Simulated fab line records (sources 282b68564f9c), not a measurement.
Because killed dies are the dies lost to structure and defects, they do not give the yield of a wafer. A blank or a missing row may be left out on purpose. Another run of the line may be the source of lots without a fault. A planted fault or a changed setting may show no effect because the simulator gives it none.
Which tool was responsible? ; flow rit_cmos ; 14 lots, 42 wafers sampled, at 2 steps of a route of 202

## WHAT THE GAUGES SHOWED, per wafer
The record lacks any reading of a measuring or inspecting step that a usual standard deviation could be used to judge.

## EACH LOT AND THE TOOL THAT RAN IT (in order: tool; ch and the chambers of the sampled wafers; start)
lot;RIT_M1_HARDBAKE_11;RIT_M1_PROBE_99
L884;litho_track-02 ch 0, day 3 10:55;-
L885;litho_track-02 ch 0, day 3 15:34;-
L886;litho_track-04 ch 0, day 3 20:53;-
L887;litho_track-01 ch 0, day 4 02:49;prober-02, day 4 05:20
L888;litho_track-04 ch 0, day 4 10:45;-
L890;litho_track-01 ch 0, day 4 18:59;prober-01, day 4 21:29
L891;litho_track-02 ch 0, day 4 22:31;-
L892;litho_track-02 ch 0, day 5 01:07;prober-01, day 5 03:37
L893;litho_track-01 ch 0, day 5 10:14;-
L896;litho_track-01 ch 0, day 6 01:41;prober-01, day 6 04:11
L899;litho_track-01 ch 0, day 6 17:32;prober-01, day 6 20:02
L902;litho_track-02 ch 0, day 7 19:16;prober-01, day 7 21:46
L905;litho_track-04 ch 0, day 8 14:35;-
L906;litho_track-04 ch 0, day 8 21:05;prober-02, day 9 00:30
- RIT_M1_HARDBAKE_11: time 120 s.
- RIT_M1_PROBE_99

## WHAT THE TOOLS THEMSELVES READ (means of the sampled wafers that have a number; where no wafer has one, the mark that the record gives instead)
RIT_M1_HARDBAKE_11.
lot;tool;heater_power_total_W (W);plate_temp_C (C)
L884;litho_track-02;51.97;140.19
L885;litho_track-02;52.02;140.16
L886;litho_track-04;52.03;140.02
L887;litho_track-01;52.03;140.00
L888;litho_track-04;51.99;139.81
L890;litho_track-01;52.04;140.11
L891;litho_track-02;51.96;140.09
L892;litho_track-02;52.02;139.92
L893;litho_track-01;52.01;139.97
L896;litho_track-01;53.19;142.51
L899;litho_track-01;53.21;142.65
L902;litho_track-02;52.04;140.19
L905;litho_track-04;52.08;139.92
L906;litho_track-04;52.04;140.09

RIT_M1_PROBE_99.
lot;tool;defect_limited_yield (%);killed_at_M0_to_M3;killed_at_contacts;killed_at_front_end;killed_dies;killed_open;killed_short;sort_bin_3_pad_short (%);sort_bin_5_function (%);sort_bin_6_memory (%);sort_n_pass;sort_yield_pct (%)
L887;prober-02;97.0;0.0;0.0;8;8;3.7;4.3;0.4;1.7;1.0;256;97.0
L890;prober-01;98.0;0.0;0.3;5;5;2.3;3.0;0.4;1.0;0.6;259;98.0
L892;prober-01;96.8;0.0;0.0;8;8;3.3;5.0;0.3;1.9;1.0;256;96.8
L896;prober-01;95.7;0.0;0.3;11;11;4.3;7.0;0.3;2.3;1.8;253;95.7
L899;prober-01;97.1;0.0;0.0;8;8;4.0;3.7;0.3;1.6;1.0;256;97.1
L902;prober-01;97.6;0.0;0.7;6;6;3.0;3.3;0.4;1.2;0.8;258;97.6
L906;prober-02;97.5;0.0;0.0;7;7;4.7;2.0;0.0;1.3;1.3;257;97.5

## THE ANSWER, worked out from the rows above alone
Rule: the usual values come from the lots themselves. Put in order of their means at a reading, lots are off if they are a third of the lots or fewer, leave a main group of 4 or more, and stand apart from it by a gap of 3 or more times the standard deviation of the main group's means; of several such gaps the widest counts. The tables above print the reading to a certain number of digits; a main group whose means all agree to those digits is not used. A lot without any number at a reading at which 4 lots or more have one is off too. The other lots that the step has rows for count as sound. The gauges are gone through in route order, then the tools' own readings, and for those a lot's mean is taken as printed above. The first step at which some lot is off is used, and at that step the reading that is off furthest; a lot without a number counts as furthest.
Off at RIT_M1_HARDBAKE_11 (heater_power_total_W): L896, L899. For the main group the mean is 52.02 W and the standard deviation 0.032.
A tool fits if, at that step or a process step before it, it ran every lot that is off, and no sound lot after the first of them. One fits: RIT_M1_HARDBAKE_11 on litho_track-01. Its last sound lot is L893 (day 5 10:14), its first lot that is off L896 (day 6 01:41): a fault that began between those two fits.
The tool's own readings at RIT_M1_HARDBAKE_11 bear it out: on the lots that are off they differ by more than 5 times the standard deviation of the sound lots' means. heater_power_total_W reads 53.20 W there against 52.02 W on the sound lots; plate_temp_C reads 142.58 C there against 140.04 C on the sound lots.

## WHAT HAD BEEN PUT IN BY THE SIMULATOR
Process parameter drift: litho_track-01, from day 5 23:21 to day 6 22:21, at RIT_M1_HARDBAKE_11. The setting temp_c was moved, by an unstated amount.
Struck lots among those shown: L896, L899. The rule above found the same.
